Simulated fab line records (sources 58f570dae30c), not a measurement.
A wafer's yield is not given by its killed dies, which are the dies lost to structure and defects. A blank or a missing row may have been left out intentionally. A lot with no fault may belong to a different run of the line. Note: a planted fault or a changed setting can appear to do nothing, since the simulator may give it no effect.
Split-lot experiment -- flow berkeley_cmos170 -- 23 wafers read across 5 lots, on a route 331 steps long

== SPLIT DETAILS ==
At UCB170_GATE_COAT_07 (resist thk 900 nm), the setting resist_thk_nm was moved away from the recipe's 900 nm on 4 of the 23 wafers read, by +2.1% to +5.7%. All remaining wafers had this setting at the recipe value.

No step appears in the file between the split and the reading.

== THE READING ==
KrF_of_GATE_COAT_07.thk_nm (the simulator's own value, which no gauge read), in nm, at UCB170_GATE_ETCH_15 (etches poly-Si in HBr/Cl2, stops on SiO2, time 56.3 s, target depth 278.2 nm). There is no usual value for it anywhere in the file. Here, 19 wafers ran the recipe; their average is 773.3 nm with a standard deviation of 3.6 nm.

wafer,"tool, chamber at the split","resist_thk_nm as run, nm",against the recipe,"KrF_of_GATE_COAT_07.thk_nm, nm",against lot-mates on the recipe
L074.1,"litho_track-03, 0",900,recipe,767.6,-
L074.2,"litho_track-03, 0",900,recipe,776.8,-
L074.3,"litho_track-03, 0",900,recipe,770.2,-
L074.4,"litho_track-03, 0",900,recipe,768.6,-
L074.6,"litho_track-03, 0",900,recipe,776.2,-
L076.2,"litho_track-03, 0",900,recipe,777.4,-
L076.3,"litho_track-03, 0",951.6,+5.7%,826.8,+49.5
L076.4,"litho_track-03, 0",900,recipe,776.6,-
L076.5,"litho_track-03, 0",951.6,+5.7%,825,+47.7
L076.6,"litho_track-03, 0",900,recipe,777.9,-
L077.1,"litho_track-02, 0",900,recipe,770.9,-
L077.2,"litho_track-02, 0",900,recipe,774.9,-
L077.3,"litho_track-02, 0",900,recipe,772.4,-
L077.5,"litho_track-02, 0",900,recipe,772.6,-
L077.6,"litho_track-02, 0",900,recipe,773.6,-
L079.1,"litho_track-01, 0",900,recipe,769,-
L079.3,"litho_track-01, 0",900,recipe,770.2,-
L079.6,"litho_track-01, 0",900,recipe,767.7,-
L080.1,"litho_track-03, 0",900,recipe,779.2,-
L080.2,"litho_track-03, 0",919.2,+2.1%,795.4,+18.4
L080.3,"litho_track-03, 0",919.2,+2.1%,796,+19.0
L080.4,"litho_track-03, 0",900,recipe,776.3,-
L080.5,"litho_track-03, 0",900,recipe,775.4,-

FIT RESULTS
A straight line over all 23 wafers: KrF_of_GATE_COAT_07.thk_nm changes by +9.29 nm for each +1% of resist_thk_nm; r = +0.98; the points scatter about the line by 3.6 nm.
The same after taking each lot's own level away (the mean of its wafers on the recipe; 23 wafers): +8.51 nm for each +1%; r = +0.99; scatter 2.2 nm.
That fit puts the effect of the largest move of resist_thk_nm on the reading at 49 nm.
From 768.97 to 777.30 nm: that is the span of the lots' own levels, equal to 2.3 times the standard deviation above.
The two slopes agree, so the slope changes little with the lot-to-lot level.
Check: +48.3 nm against its lot-mates is what the line predicts for one of the wafers moved furthest among these (+5.7%) when that wafer is left out of the fit. It came out at +49.5 nm against them.

== THESE WAFERS: OTHER SPLITS ==
Before the reading, these wafers also passed through other splits. Each is held against what the fit with the lots' levels taken away leaves over:
other split on the same wafers,wafers away from the commonest value,r with KrF_of_GATE_COAT_07.thk_nm (lot level and that fit taken away)
UCB170_ZERO_COAT_01 spin_rpm,6,-0.21
UCB170_ZERO_DEVELOP_05 dev_temp_c,6,-0.09
UCB170_NWELL_COAT_07 resist_thk_nm,4,+0.01
UCB170_NWELL_IMPLANT_14 dose_cm2,9,-0.30
UCB170_ACTIVE_PEB_11 peb_temp_c,11,+0.04
UCB170_PFIELD_COAT_01 resist_thk_nm,11,+0.07
UCB170_SCREENOX_OXIDATION_01 temp_c,15,-0.03

== THE WHOLE CHAIN: every reading that the file lists as answering this split, in the file's order ==
step,what it does,reading,change (the file's fit),r (the file's)
UCB170_GATE_COAT_07,resist thk 900 nm,"KrF_of_GATE_COAT_07.thk_nm (the simulator's own value, which no gauge read)",+8.94 nm for each +1% of the setting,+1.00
UCB170_GATE_ETCH_15,"etches poly-Si in HBr/Cl2, stops on SiO2, time 56.3 s, target depth 278.2 nm","KrF_of_GATE_COAT_07.thk_nm (the simulator's own value, which no gauge read)",+8.51 nm for each +1% of the setting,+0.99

== FILE'S OWN FIT ==
KrF_of_GATE_COAT_07.thk_nm changes by +8.51 nm for each +1% of resist_thk_nm, r = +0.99.
